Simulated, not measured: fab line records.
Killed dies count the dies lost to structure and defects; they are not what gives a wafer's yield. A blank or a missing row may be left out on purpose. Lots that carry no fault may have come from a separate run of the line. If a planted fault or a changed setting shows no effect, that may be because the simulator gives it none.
Which tool did it? || flow berkeleyCmos170 || Sampling: 11 lots, 33 wafers, 7 of 331 route steps

WHAT EACH GAUGE READ, for each wafer
UCB170_START_BOW_MEAS_00. Usual: for INCOMING_BOW the level is -1 um and the standard deviation is 6.2.
{"lot": "L563", "measured": "day 1 10:01", "on": "filmMetro-04", "INCOMING_BOW (um)": "5 8 12", "flag": ""}
{"lot": "L564", "measured": "day 1 15:00", "on": "filmMetro-04", "INCOMING_BOW (um)": "-2 -4 0", "flag": ""}
{"lot": "L565", "measured": "day 1 20:00", "on": "filmMetro-02", "INCOMING_BOW (um)": "1 8 7", "flag": ""}
{"lot": "L566", "measured": "day 2 01:02", "on": "filmMetro-03", "INCOMING_BOW (um)": "-5 -2 6", "flag": ""}
{"lot": "L567", "measured": "day 2 06:02", "on": "filmMetro-03", "INCOMING_BOW (um)": "-3 0 6", "flag": ""}
{"lot": "L568", "measured": "day 2 11:00", "on": "filmMetro-03", "INCOMING_BOW (um)": "-5 1 5", "flag": ""}
{"lot": "L569", "measured": "day 2 16:00", "on": "filmMetro-02", "INCOMING_BOW (um)": "-2 3 -1", "flag": ""}
{"lot": "L570", "measured": "day 2 21:01", "on": "filmMetro-04", "INCOMING_BOW (um)": "-4 0 -9", "flag": ""}
{"lot": "L571", "measured": "day 3 02:00", "on": "filmMetro-03", "INCOMING_BOW (um)": "-9 -1 0", "flag": ""}
{"lot": "L574", "measured": "day 3 17:01", "on": "filmMetro-04", "INCOMING_BOW (um)": "-4 -5 -7", "flag": ""}
{"lot": "L575", "measured": "day 3 22:01", "on": "filmMetro-03", "INCOMING_BOW (um)": "5 -5 -12", "flag": ""}

UCB170_NWELL_THK_MEAS_05. Usual: for NWELL_NITRIDE_THK the level is 224.2 nm and the standard deviation is 2.1.
{"lot": "L563", "measured": "day 2 06:59", "on": "filmMetro-02", "NWELL_NITRIDE_THK (nm)": "222.2 221.8 224.8", "flag": ""}
{"lot": "L564", "measured": "day 2 17:26", "on": "filmMetro-02", "NWELL_NITRIDE_THK (nm)": "225.7 225.7 226.2", "flag": ""}
{"lot": "L565", "measured": "day 3 00:28", "on": "filmMetro-02", "NWELL_NITRIDE_THK (nm)": "225.9 226.2 226.1", "flag": ""}
{"lot": "L566", "measured": "day 3 00:29", "on": "filmMetro-04", "NWELL_NITRIDE_THK (nm)": "224.2 225.4 224.6", "flag": ""}
{"lot": "L567", "measured": "day 3 00:33", "on": "filmMetro-02", "NWELL_NITRIDE_THK (nm)": "225.4 226.2 227.2", "flag": ""}
{"lot": "L568", "measured": "day 3 16:22", "on": "filmMetro-02", "NWELL_NITRIDE_THK (nm)": "224.7 225.9 224.3", "flag": ""}
{"lot": "L569", "measured": "day 3 22:40", "on": "filmMetro-04", "NWELL_NITRIDE_THK (nm)": "224.9 226.2 221.7", "flag": ""}
{"lot": "L570", "measured": "day 3 22:41", "on": "filmMetro-02", "NWELL_NITRIDE_THK (nm)": "223.6 225.5 225.1", "flag": ""}
{"lot": "L571", "measured": "day 4 05:46", "on": "filmMetro-02", "NWELL_NITRIDE_THK (nm)": "226.2 225.8 225.9", "flag": ""}
{"lot": "L574", "measured": "day 5 00:21", "on": "filmMetro-02", "NWELL_NITRIDE_THK (nm)": "225.2 227.5 227.4", "flag": ""}
{"lot": "L575", "measured": "day 5 00:21", "on": "filmMetro-04", "NWELL_NITRIDE_THK (nm)": "222.3 224.9 223.1", "flag": ""}

UCB170_FIELD_THK_MEAS_02. Usual: for FIELD_OXIDE_THK the level is 555 nm and the standard deviation is 10.
{"lot": "L563", "measured": "day 5 07:30", "on": "filmMetro-04", "FIELD_OXIDE_THK (nm)": "554 555 560", "flag": ""}
{"lot": "L564", "measured": "day 5 20:55", "on": "filmMetro-03", "FIELD_OXIDE_THK (nm)": "562 569 568", "flag": ""}
{"lot": "L565", "measured": "day 5 20:51", "on": "filmMetro-03", "FIELD_OXIDE_THK (nm)": "554 548 547", "flag": ""}
{"lot": "L566", "measured": "day 5 20:52", "on": "filmMetro-04", "FIELD_OXIDE_THK (nm)": "563 564 575", "flag": ""}
{"lot": "L567", "measured": "day 5 20:56", "on": "filmMetro-04", "FIELD_OXIDE_THK (nm)": "552 558 541", "flag": ""}
{"lot": "L568", "measured": "day 6 14:14", "on": "filmMetro-03", "FIELD_OXIDE_THK (nm)": "561 559 554", "flag": ""}
{"lot": "L569", "measured": "day 6 23:53", "on": "filmMetro-03", "FIELD_OXIDE_THK (nm)": "572 567 563", "flag": ""}
{"lot": "L570", "measured": "day 6 23:57", "on": "filmMetro-03", "FIELD_OXIDE_THK (nm)": "561 571 575", "flag": ""}
{"lot": "L571", "measured": "day 7 07:07", "on": "filmMetro-04", "FIELD_OXIDE_THK (nm)": "565 549 568", "flag": ""}
{"lot": "L574", "measured": "day 7 22:08", "on": "filmMetro-01", "FIELD_OXIDE_THK (nm)": "673 674 681", "flag": "OFF"}
{"lot": "L575", "measured": "day 7 22:08", "on": "filmMetro-04", "FIELD_OXIDE_THK (nm)": "648 658 653", "flag": "OFF"}

UCB170_FIELD_THK_MEAS_90. Usual: for FIELD_OXIDE_LEFT_1_THK the level is 438 nm and the standard deviation is 11.
{"lot": "L563", "measured": "day 5 17:17", "on": "filmMetro-04", "FIELD_OXIDE_LEFT_1_THK (nm)": "439 439 444", "flag": ""}
{"lot": "L564", "measured": "day 6 08:14", "on": "filmMetro-04", "FIELD_OXIDE_LEFT_1_THK (nm)": "444 452 450", "flag": ""}
{"lot": "L565", "measured": "day 6 08:15", "on": "filmMetro-03", "FIELD_OXIDE_LEFT_1_THK (nm)": "436 431 429", "flag": ""}
{"lot": "L566", "measured": "day 6 08:13", "on": "filmMetro-03", "FIELD_OXIDE_LEFT_1_THK (nm)": "447 449 459", "flag": ""}
{"lot": "L567", "measured": "day 6 08:19", "on": "filmMetro-04", "FIELD_OXIDE_LEFT_1_THK (nm)": "437 441 425", "flag": ""}
{"lot": "L568", "measured": "day 7 04:39", "on": "filmMetro-04", "FIELD_OXIDE_LEFT_1_THK (nm)": "444 443 437", "flag": ""}
{"lot": "L569", "measured": "day 7 14:54", "on": "filmMetro-03", "FIELD_OXIDE_LEFT_1_THK (nm)": "454 451 446", "flag": ""}
{"lot": "L570", "measured": "day 7 14:55", "on": "filmMetro-04", "FIELD_OXIDE_LEFT_1_THK (nm)": "445 455 458", "flag": ""}
{"lot": "L571", "measured": "day 7 16:43", "on": "filmMetro-03", "FIELD_OXIDE_LEFT_1_THK (nm)": "448 432 451", "flag": ""}
{"lot": "L574", "measured": "day 8 05:15", "on": "filmMetro-04", "FIELD_OXIDE_LEFT_1_THK (nm)": "558 559 565", "flag": "OFF"}
{"lot": "L575", "measured": "day 8 05:15", "on": "filmMetro-03", "FIELD_OXIDE_LEFT_1_THK (nm)": "532 542 538", "flag": "OFF"}

UCB170_FIELD_THK_MEAS_91. Usual: for FIELD_OXIDE_LEFT_2_THK the level is 350 nm and the standard deviation is 11.
{"lot": "L563", "measured": "day 6 20:22", "on": "filmMetro-04", "FIELD_OXIDE_LEFT_2_THK (nm)": "348 350 355", "flag": ""}
{"lot": "L564", "measured": "day 7 13:01", "on": "filmMetro-03", "FIELD_OXIDE_LEFT_2_THK (nm)": "356 364 362", "flag": ""}
{"lot": "L565", "measured": "day 7 13:05", "on": "filmMetro-03", "FIELD_OXIDE_LEFT_2_THK (nm)": "348 343 342", "flag": ""}
{"lot": "L566", "measured": "day 7 13:06", "on": "filmMetro-04", "FIELD_OXIDE_LEFT_2_THK (nm)": "360 362 372", "flag": ""}
{"lot": "L567", "measured": "day 7 13:02", "on": "filmMetro-04", "FIELD_OXIDE_LEFT_2_THK (nm)": "348 353 337", "flag": ""}
{"lot": "L568", "measured": "day 8 01:11", "on": "filmMetro-01", "FIELD_OXIDE_LEFT_2_THK (nm)": "355 354 348", "flag": ""}
{"lot": "L569", "measured": "day 8 10:34", "on": "filmMetro-01", "FIELD_OXIDE_LEFT_2_THK (nm)": "367 363 358", "flag": ""}
{"lot": "L570", "measured": "day 8 10:20", "on": "filmMetro-01", "FIELD_OXIDE_LEFT_2_THK (nm)": "356 366 369", "flag": ""}
{"lot": "L571", "measured": "day 8 10:48", "on": "filmMetro-03", "FIELD_OXIDE_LEFT_2_THK (nm)": "360 345 363", "flag": ""}
{"lot": "L574", "measured": "day 9 05:01", "on": "filmMetro-04", "FIELD_OXIDE_LEFT_2_THK (nm)": "470 472 478", "flag": "OFF"}
{"lot": "L575", "measured": "day 9 04:46", "on": "filmMetro-01", "FIELD_OXIDE_LEFT_2_THK (nm)": "443 453 448", "flag": "OFF"}

TOOL THAT RAN EACH LOT (tool first, then ch and the chambers of the sampled wafers, then the start)
{"lot": "L563", "UCB170_ZERO_STRIP_07": "plasmaAsher-03 ch 0,1, day 1 17:52", "UCB170_FIELD_OXIDATION_01": "furnace-02 ch 0, day 5 04:29"}
{"lot": "L564", "UCB170_ZERO_STRIP_07": "plasmaAsher-04 ch 0,1, day 2 04:14", "UCB170_FIELD_OXIDATION_01": "furnace-02 ch 0, day 5 17:51"}
{"lot": "L565", "UCB170_ZERO_STRIP_07": "plasmaAsher-03 ch 0,1, day 2 08:27", "UCB170_FIELD_OXIDATION_01": "furnace-02 ch 0, day 5 17:51"}
{"lot": "L566", "UCB170_ZERO_STRIP_07": "plasmaAsher-04 ch 0,1, day 2 14:27", "UCB170_FIELD_OXIDATION_01": "furnace-02 ch 0, day 5 17:51"}
{"lot": "L567", "UCB170_ZERO_STRIP_07": "plasmaAsher-01 ch 0,1, day 2 14:14", "UCB170_FIELD_OXIDATION_01": "furnace-02 ch 0, day 5 17:51"}
{"lot": "L568", "UCB170_ZERO_STRIP_07": "plasmaAsher-03 ch 0,1, day 3 01:02", "UCB170_FIELD_OXIDATION_01": "furnace-02 ch 0, day 6 11:14"}
{"lot": "L569", "UCB170_ZERO_STRIP_07": "plasmaAsher-01 ch 0,1, day 3 06:26", "UCB170_FIELD_OXIDATION_01": "furnace-04 ch 0, day 6 20:42"}
{"lot": "L570", "UCB170_ZERO_STRIP_07": "plasmaAsher-03 ch 0,1, day 3 06:41", "UCB170_FIELD_OXIDATION_01": "furnace-04 ch 0, day 6 20:42"}
{"lot": "L571", "UCB170_ZERO_STRIP_07": "plasmaAsher-01 ch 0,1, day 3 15:43", "UCB170_FIELD_OXIDATION_01": "furnace-01 ch 0, day 7 04:07"}
{"lot": "L574", "UCB170_ZERO_STRIP_07": "plasmaAsher-03 ch 1, day 4 07:52", "UCB170_FIELD_OXIDATION_01": "furnace-04 ch 0, day 7 19:07"}
{"lot": "L575", "UCB170_ZERO_STRIP_07": "plasmaAsher-03 ch 0,1, day 4 12:03", "UCB170_FIELD_OXIDATION_01": "furnace-04 ch 0, day 7 19:07"}
- UCB170_ZERO_STRIP_07: strips in O2.
- UCB170_FIELD_OXIDATION_01: target thk 558.3 nm, ox time 7200 s.

AS READ BY THE TOOLS THEMSELVES (means over the sampled wafers that have a number; for cases with no such wafer, the mark the record gives instead)
UCB170_ZERO_STRIP_07. Usual: drypumpMotorCurrentA 6.12 A, standard deviation 0.28; oesProductAu 0.727 a.u., standard deviation 0.0046; stripTimeToEndpointS 21.48 s, standard deviation 0.062.
{"lot": "L563", "tool": "plasmaAsher-03", "drypumpMotorCurrentA (A)": 5.99, "oesProductAu (a.u.)": 0.727, "stripTimeToEndpointS (s)": 21.56, "flag": ""}
{"lot": "L564", "tool": "plasmaAsher-04", "drypumpMotorCurrentA (A)": 5.81, "oesProductAu (a.u.)": 0.730, "stripTimeToEndpointS (s)": 21.45, "flag": ""}
{"lot": "L565", "tool": "plasmaAsher-03", "drypumpMotorCurrentA (A)": 6.00, "oesProductAu (a.u.)": 0.727, "stripTimeToEndpointS (s)": 21.35, "flag": ""}
{"lot": "L566", "tool": "plasmaAsher-04", "drypumpMotorCurrentA (A)": 5.92, "oesProductAu (a.u.)": 0.722, "stripTimeToEndpointS (s)": 21.41, "flag": ""}
{"lot": "L567", "tool": "plasmaAsher-01", "drypumpMotorCurrentA (A)": 6.27, "oesProductAu (a.u.)": 0.727, "stripTimeToEndpointS (s)": 21.51, "flag": ""}
{"lot": "L568", "tool": "plasmaAsher-03", "drypumpMotorCurrentA (A)": 6.02, "oesProductAu (a.u.)": 0.723, "stripTimeToEndpointS (s)": 21.51, "flag": ""}
{"lot": "L569", "tool": "plasmaAsher-01", "drypumpMotorCurrentA (A)": 6.30, "oesProductAu (a.u.)": 0.725, "stripTimeToEndpointS (s)": 21.43, "flag": ""}
{"lot": "L570", "tool": "plasmaAsher-03", "drypumpMotorCurrentA (A)": 5.99, "oesProductAu (a.u.)": 0.725, "stripTimeToEndpointS (s)": 21.46, "flag": ""}
{"lot": "L571", "tool": "plasmaAsher-01", "drypumpMotorCurrentA (A)": 6.30, "oesProductAu (a.u.)": 0.726, "stripTimeToEndpointS (s)": 21.44, "flag": ""}
{"lot": "L574", "tool": "plasmaAsher-03", "drypumpMotorCurrentA (A)": 5.79, "oesProductAu (a.u.)": 0.730, "stripTimeToEndpointS (s)": 21.45, "flag": ""}
{"lot": "L575", "tool": "plasmaAsher-03", "drypumpMotorCurrentA (A)": 6.24, "oesProductAu (a.u.)": 0.735, "stripTimeToEndpointS (s)": 21.50, "flag": ""}

UCB170_FIELD_OXIDATION_01. Usual: zonePowerCentrePct 49.3 %, standard deviation 1.3.
{"lot": "L563", "tool": "furnace-02", "zonePowerCentrePct (%)": 49.3, "flag": ""}
{"lot": "L564", "tool": "furnace-02", "zonePowerCentrePct (%)": 49.5, "flag": ""}
{"lot": "L565", "tool": "furnace-02", "zonePowerCentrePct (%)": 49.7, "flag": ""}
{"lot": "L566", "tool": "furnace-02", "zonePowerCentrePct (%)": 49.5, "flag": ""}
{"lot": "L567", "tool": "furnace-02", "zonePowerCentrePct (%)": 50.0, "flag": ""}
{"lot": "L568", "tool": "furnace-02", "zonePowerCentrePct (%)": 49.6, "flag": ""}
{"lot": "L569", "tool": "furnace-04", "zonePowerCentrePct (%)": 48.9, "flag": ""}
{"lot": "L570", "tool": "furnace-04", "zonePowerCentrePct (%)": 49.1, "flag": ""}
{"lot": "L571", "tool": "furnace-01", "zonePowerCentrePct (%)": 52.4, "flag": ""}
{"lot": "L574", "tool": "furnace-04", "zonePowerCentrePct (%)": 49.1, "flag": ""}
{"lot": "L575", "tool": "furnace-04", "zonePowerCentrePct (%)": 48.5, "flag": ""}

THE ANSWER, worked out from the rows above alone
Rule: a lot counts as off when the mean over its wafers that have a number is more than 3 standard deviations away from the usual mean. A lot without any number at a reading at which 4 lots or more have one is off too. The other lots that the step has rows for count as sound. Order of review: gauges by route order, followed by the tools' own readings, for which a lot's mean as printed above is used. The first step at which some lot is off is used, and at that step the reading that is off furthest; a lot without a number counts as furthest.
Off: at UCB170_FIELD_THK_MEAS_02 (FIELD_OXIDE_THK), L574, L575.
If a tool, at a process step before that reading, ran all the lots that are off and no sound lot after the first of them, it fits. Gauges at UCB170_FIELD_THK_MEAS_02: tried the same way as those tools. This does not decide it: 2 tools fit, namely plasmaAsher-03 at UCB170_ZERO_STRIP_07 and furnace-04 at UCB170_FIELD_OXIDATION_01.

WHAT HAD BEEN PUT IN BY THE SIMULATOR
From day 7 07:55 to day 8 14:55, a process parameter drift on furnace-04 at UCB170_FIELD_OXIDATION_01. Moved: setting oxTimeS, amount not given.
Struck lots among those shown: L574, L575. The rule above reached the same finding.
